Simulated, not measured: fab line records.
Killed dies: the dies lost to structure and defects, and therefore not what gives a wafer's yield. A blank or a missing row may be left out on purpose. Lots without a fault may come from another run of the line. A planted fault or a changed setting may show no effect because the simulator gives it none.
Problem report, 8D (eight disciplines) form, completed by code    flow berkeley cmos170    the parts of the form that need people (team, actions taken, sign-off) are left out

## 1. THE ISSUE
Wafers without a fault read 0.852 a.u., standard deviation 0.013; oes product au at UCB170_M1_METAL_ETCH_12 reads a mean of 0.783 a.u. on 4 wafers belonging to 2 lots. That puts it -5.3 standard deviations away from the usual mean.
The step: etches Al in Cl2/BCl3, stops on PSG, target depth 780 nm, time 130 s.
The first sign was on wafer L863.1 at day 10 09:02, on rie metal-02. The record holds 42 wafers of 14 lots with a number at this step. By rule, "out" or "out of limits" means more than 4 standard deviations away from the usual mean. The rest of the wafers with a number are treated as sound.

## 2. WHAT THIS IS AND IS NOT
question                     is                              is not
which readings at this step  oes product au                  bias w, drypump motor current A, throttle valve pct
which lots                   L863, L865                      L852, L853, L854, L855, L856, L857, L869, L870, L871, L873, L874, L875
which wafers of those lots   L863.1, L863.5, L865.3, L865.6  L863.2, L865.1
read on which tools          rie metal-02                    rie metal-03, rie metal-04
when                         from day 10 09:02               up to then (19 sound wafers); but 19 sound wafers of L865, L869, L870, L871, L873, L874, L875 came after

## 3. WHAT RULES OUT EACH SUSPECT
Counting: a tool at a process step up to the reading stays a suspect if it ran every lot that is out. Sound lots after the first of them don't rule it out here, since some wafers of a struck lot are sound.
- rie metal-02 at UCB170_M1_METAL_ETCH_12 (etches Al in Cl2/BCl3, stops on PSG, target depth 780 nm, time 130 s): kept. Ran every lot that is out, first one L863 (day 10 09:02); last sound lot up to then L856 (day 9 05:51). Out on those wafers are its own readings of oes product au.
- At UCB170_M1_METAL_ETCH_12 on rie metal-02, chamber 0 took the sound wafers of the same lots and chamber 1 took the wafers that are out.
The count leaves rie metal-02 at UCB170_M1_METAL_ETCH_12.

## 4. THE CAUSE (what the simulator had put in)
rie metal-02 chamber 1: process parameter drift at UCB170_M1_METAL_ETCH_12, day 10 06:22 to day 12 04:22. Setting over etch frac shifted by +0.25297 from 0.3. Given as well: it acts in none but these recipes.
After counting, this tool was the only one left.

## 5. THE CHAIN OF EFFECTS, in route order
Each row: a reading whose mean over the struck wafers that have a number lies more than 3 standard deviations from the usual. Readings are gone through only where the record gives a usual standard deviation; hours: the median, over the lots, of the time from a lot's start at the first step in this table giving one to that lot's start at this step; sigmas: the change measured in usual standard deviations.
hours  step                     reading         usual       on struck wafers  change  sigmas
0      UCB170_M1_METAL_ETCH_12  oes product au  0.852 a.u.  0.783             -0.069  -5.3
0      UCB170_M1_STRIP_13       oes product au  0.721 a.u.  0.688             -0.033  -7.0
Its process steps:
- UCB170_M1_METAL_ETCH_12: etches Al in Cl2/BCl3, stops on PSG, target depth 780 nm, time 130 s.
- UCB170_M1_STRIP_13: strips in O2.

## 6. WHAT WOULD HAVE CAUGHT IT SOONER
3 hours passed between the start of the fault at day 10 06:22 and the first reading out of limits in this record, taken at day 10 09:02.
